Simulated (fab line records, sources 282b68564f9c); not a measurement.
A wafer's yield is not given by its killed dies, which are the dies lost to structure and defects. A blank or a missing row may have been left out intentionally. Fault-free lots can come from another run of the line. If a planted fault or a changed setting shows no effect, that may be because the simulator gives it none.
fab line records | flow rit-cmos
record: lots: 14 wafers: 42 last-day: 7
route steps=202 shown GATE@88
lots untouched by any fault: they come from a run of this same line in which no faults occurred
start-h: hours from the record's first day to the start of the lot's first wafer shown | wait-h: hours since the lot's step before | " identical to the entry in the row above | L1.1+2: one row covering several wafers at once | - no value present, or no start provided | * or withheld: withheld | < > ~ a bound
route shown NAME@n: a module of which the file shows steps, and the number in the route of the first | usual: average and standard deviation across the fault-free wafers | same: alike in all rows | chamber/n: place in a boat | sites: each site's reading | _std_site: how widely they spread, as a standard deviation | _edge_site: outer sites' mean less inner sites' | radius-mm: how far each site lies from the wafer's centre | mask NAME#n: copy n | behind: the most recent tool/chamber to have shaped the wafer | hold: why the lot was held/for how many hours/how that ended | device: names the non-switching transistor (n, p or np) | end of line: tests run on the same wafers once the route is complete | a step with no rows: only its recipe | killed: dies lost to structure and defects at the first sort, not the wafer's yield | map: the dies of a wafer, with x for killed, . for not killed, _ for no die there
set.NAME: the setting that was run; set.NAME@STEP: the one run at that earlier step | model.NAME: the simulator's own value behind a step, which no gauge read
the route's steps for a sample of lots (tables are steps, rows are wafers)
== steps ==
step: RIT_GATE_SOFTBAKE_12
recipe: resist: NOVOLAK temp-c: 90 time-s: 60
usual: heater-power-total-W: 34.56/0.049 run-length-s: 89.31/0.18
columns lot.wafer tool chamber start-h wait-h heater-power-total-W run-length-s
L729.3 litho-track-02 0 39.22 0.1 34.53 89.09
L729.4 " 0 " " 34.54 89.04
L729.5 " 0 " " 34.66 89.01
L730.1 litho-track-04 0 41.06 0.1 34.57 89.58
L730.5 " 0 " " 34.56 89.48
L730.6 " 0 " " 34.56 89.43
L731.1 litho-track-03 0 48.05 0.1 34.53 89.32
L731.5 " 0 " " 34.55 89.31
L731.6 " 0 " " 34.66 89.37
L733.1 litho-track-03 0 57.94 0.1 34.53 89.31
L733.2 " 0 " " 34.62 89.36
L733.5 " 0 " " 34.62 89.25
L734.2 litho-track-04 0 61.76 0.1 34.59 89.44
L734.5 " 0 " " 34.51 89.34
L734.6 " 0 " " 34.55 89.38
L735.2 litho-track-02 0 65.44 0.1 34.51 88.99
L735.3 " 0 " " 34.61 89.08
L735.6 " 0 " " 34.48 89.00
L736.3 litho-track-03 0 71.73 0.1 34.59 89.45
L736.5 " 0 " " 34.49 89.29
L736.6 " 0 " " 34.59 89.30
L738.3 litho-track-02 0 81.76 0.1 34.52 89.04
L738.4 " 0 " " 34.49 89.14
L738.6 " 0 " " 34.48 88.99
L739.1 litho-track-02 0 85.84 0.1 34.61 89.21
L739.4 " 0 " " 34.52 89.16
L739.6 " 0 " " 34.60 89.07
L740.2 litho-track-03 0 91.05 0.1 35.85 82.26
L740.3 " 0 " " 35.89 82.32
L740.6 " 0 " " 35.95 82.13
L741.1 litho-track-03 0 95.42 0.1 35.87 82.23
L741.2 " 0 " " 35.91 82.23
L741.5 " 0 " " 35.90 82.28
L744.1 litho-track-02 0 111.07 0.1 34.55 89.02
L744.4 " 0 " " 34.52 89.14
L744.5 " 0 " " 34.55 89.22
L749.1 litho-track-04 0 137.44 0.1 34.64 89.57
L749.2 " 0 " " 34.55 89.48
L749.6 " 0 " " 34.50 89.48
L751.2 litho-track-02 0 145.68 0.1 34.46 89.18
L751.4 " 0 " " 34.58 89.28
L751.6 " 0 " " 34.56 89.15
== key ==
first-sign: step: RIT_GATE_SOFTBAKE_12 reading: run-length-s direction: down sigmas: 39 usual: * struck: *
effect: step: RIT_GATE_SOFTBAKE_12 reading: heater-power-total-W direction: up sigmas: 27 usual: 34.56 struck: 35.90
met-at RIT_GATE_SOFTBAKE_12
struck-lots L740,L741
tester-left-out L740,L741
onset-between 71.73 91.05
fault: kind: process-parameter-drift tool: litho-track-03 chamber: - onset-h: 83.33 steps: RIT_GATE_SOFTBAKE_12 channel: time-s offset: * shape: step end-h: 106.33 acts-in: * stated: *
tester-left-out: of these lots the tester's yield and bins aren't shown, on N5 and GAA mostly nor the transistor test; their killed dies are dies lost to structure and defects alone, not to doping, threshold or leakage, so they don't give the yield
